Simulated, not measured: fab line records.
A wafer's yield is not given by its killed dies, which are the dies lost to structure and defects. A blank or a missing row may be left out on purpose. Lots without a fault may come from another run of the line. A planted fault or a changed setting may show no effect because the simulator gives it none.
Struck lot and sound lot, side by side	flow ritCmos	34 out of 202 route steps
Sound: these wafers, L255.2, L255.3, L255.6. Wafers L260.1, L260.3, L260.5 were the ones struck. Last of all comes the cause.
For every step that has rows: the tool of each side, followed by ch and its chambers, followed by its first start. Under that, the readings that differ: sound wafers	struck wafers	difference of the means	sigmas: that difference in standard deviations of wafers without a fault.
alike: words and numbers the same on both sides, and readings whose means are apart by under 2 such deviations; not compared: readings that were withheld, readings missing a value for some wafer, numbers with overlapping values and no deviation given by the record, and bounds like >300 which may hide the same value.
A row with sigmas, a row that says differs or no value, or rows on one side alone: a step with any of these is where the two part. Non-overlapping numbers with no deviation appear without sigmas and do not part them. A reading that every wafer of one side lacks parts them only if that side has two wafers or more.

first, 2 steps without rows for these wafers: RIT_SPACER_CLEAN_02 (cleans in SC2, time 600 s); RIT_SPACER_CVD_03 (deposits Si3N4 from SiH2Cl2/NH3, target thk 250 nm, time 3300 s).
RIT_SPACER_THK_MEAS_04:
  struck on filmMetro-04, day 5 21:35; sound on filmMetro-03, day 5 01:47
  alike: SPACER_NITRIDE_THK
RIT_SPACER_ETCHBACK_05: etches Si3N4 in SF6/CHF3, stops on SiO2, target depth 250 nm, time 240 s.
  sound on rieDiel-03 ch 0,2,3, day 5 01:50; struck on rieDiel-02 ch 0,3, day 5 21:38
  alike: drypumpMotorCurrentA, oesProductAu, throttleValvePct
  not compared: rfHoursCounterH
then, 6 steps without rows for these wafers: RIT_NSD_HMDS_00 (prime time 60 s); RIT_NSD_COAT_01 (resist thk 1000 nm); RIT_NSD_SOFTBAKE_02 (time 60 s); RIT_NSD_EXPOSE_03 (exposes mask M9, target cd 40700 nm); RIT_NSD_PEB_04; RIT_NSD_DEVELOP_05 (develop time 50 s).
RIT_NSD_OVL_MEAS_06:
  struck on overlay-02, day 5 22:49; sound on overlay-02, day 5 02:51
  alike: NSD_OVL
then, 1 step without rows for these wafers: RIT_NSD_HARDBAKE_07 (time 60 s).
RIT_NSD_IMPLANT_08:
  sound on implanter-03 ch 0, day 5 03:03; struck on implanter-03 ch 0, day 5 22:59
reading	sound	struck	difference	sigmas
doseIonsCm2	1.0026e+15 1.001e+15 1.0004e+15	1.003e+14 9.93e+13 1.004e+14	-9.013e+14	-99 or more
endStationPressureTorr (Torr)	8.3e-06 7.2e-06 7.5e-06	5.2e-06 5.6e-06 5.1e-06	-2.4e-06	-6
faradayCurrentUA	3160 3158 3127	308 317 308	-2837	-44
  alike: beamEnergyKeV
RIT_NSD_STRIP_09: strips in O2, time 180 s.
  sound on plasmaAsher-04 ch 0,1, day 5 03:11; struck on plasmaAsher-01 ch 0, day 5 23:08
reading	sound	struck	difference	sigmas
drypumpMotorCurrentA (A)	6.7 6.6 5.8	5.6 5.6 5.6	-0.8	-2
  alike: rfReflPowerW
  not compared: rfHoursCounterH
RIT_NSD_TW_MEAS_10:
  struck on filmMetro-04, day 5 23:19; sound on filmMetro-03, day 5 03:22
reading	sound	struck	difference	sigmas
NSD_TW	3167 3179 3176	1650 1667 1649	-1519	-45
then, 6 steps without rows for these wafers: RIT_PSD_HMDS_00 (prime time 60 s); RIT_PSD_COAT_01 (resist thk 1000 nm); RIT_PSD_SOFTBAKE_02 (time 60 s); RIT_PSD_EXPOSE_03 (exposes mask M10, target cd 40900 nm); RIT_PSD_PEB_04; RIT_PSD_DEVELOP_05 (develop time 50 s).
RIT_PSD_OVL_MEAS_06:
  struck on overlay-01, day 6 00:16; sound on overlay-01, day 5 04:30
  alike: PSD_OVL
then, 2 steps without rows for these wafers: RIT_PSD_HARDBAKE_07 (time 60 s); RIT_PSD_IMPLANT_08.
RIT_PSD_STRIP_09: strips in O2, time 180 s.
  sound on plasmaAsher-03 ch 0,1, day 5 04:50; struck on plasmaAsher-02 ch 0, day 6 00:35
  alike: drypumpMotorCurrentA, rfReflPowerW
  not compared: rfHoursCounterH
RIT_PSD_TW_MEAS_10:
  struck on filmMetro-03, day 6 00:46; sound on filmMetro-04, day 5 05:01
reading	sound	struck	difference	sigmas
PSD_TW	3404 3406 3411	3477 3493 3484	+78	+2
then, 3 steps without rows for these wafers: RIT_SDANNEAL_CLEAN_00 (cleans in SC1, time 600 s); RIT_SDANNEAL_CLEAN_01 (cleans in dHF, time 30 s); RIT_SDANNEAL_CLEAN_02 (cleans in SC2, time 600 s).
RIT_SDANNEAL_RTA_03: time 5 s.
  sound on rtpAnneal-02 ch 0, day 5 05:26; struck on rtpAnneal-01 ch 0, day 6 01:13
  alike: wafer_temp_C_max
RIT_SDANNEAL_RS_MEAS_04: the measuring method here is four-point-probe.
  struck on filmMetro-03, day 6 01:16; sound on filmMetro-01, day 5 05:31
  alike: PSD_RS
RIT_SDANNEAL_RS_MEAS_05: the measuring method here is four-point-probe.
  struck on filmMetro-03, day 6 01:23; sound on filmMetro-01, day 5 05:38
reading	sound	struck	difference	sigmas
NSD_RS (ohm/sq)	84.66 84.51 84.97	487.37 487.75 491.84	+404.27	+99 or more
RIT_SDANNEAL_RS_MEAS_06: the measuring method here is four-point-probe.
  struck on filmMetro-03, day 6 01:31; sound on filmMetro-01, day 5 05:45
  alike: PLDD_RS
RIT_M1_PROBE_99:
  struck on prober-01, day 6 08:47; sound on prober-02, day 5 13:29
  alike: killedAtContacts, killedAtFrontEnd, killedDies, killedOpen, killedShort

== WHERE THEY PART ==
Last at RIT_SDANNEAL_RS_MEAS_05 as far as this record goes, first at RIT_NSD_IMPLANT_08. Later steps at which nothing parts them and some readings are alike: RIT_SDANNEAL_RS_MEAS_06, RIT_M1_PROBE_99.

WHY: whatever the simulator had introduced
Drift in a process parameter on implanter-03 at RIT_NSD_IMPLANT_08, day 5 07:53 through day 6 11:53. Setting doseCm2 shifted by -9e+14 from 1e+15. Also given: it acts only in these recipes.
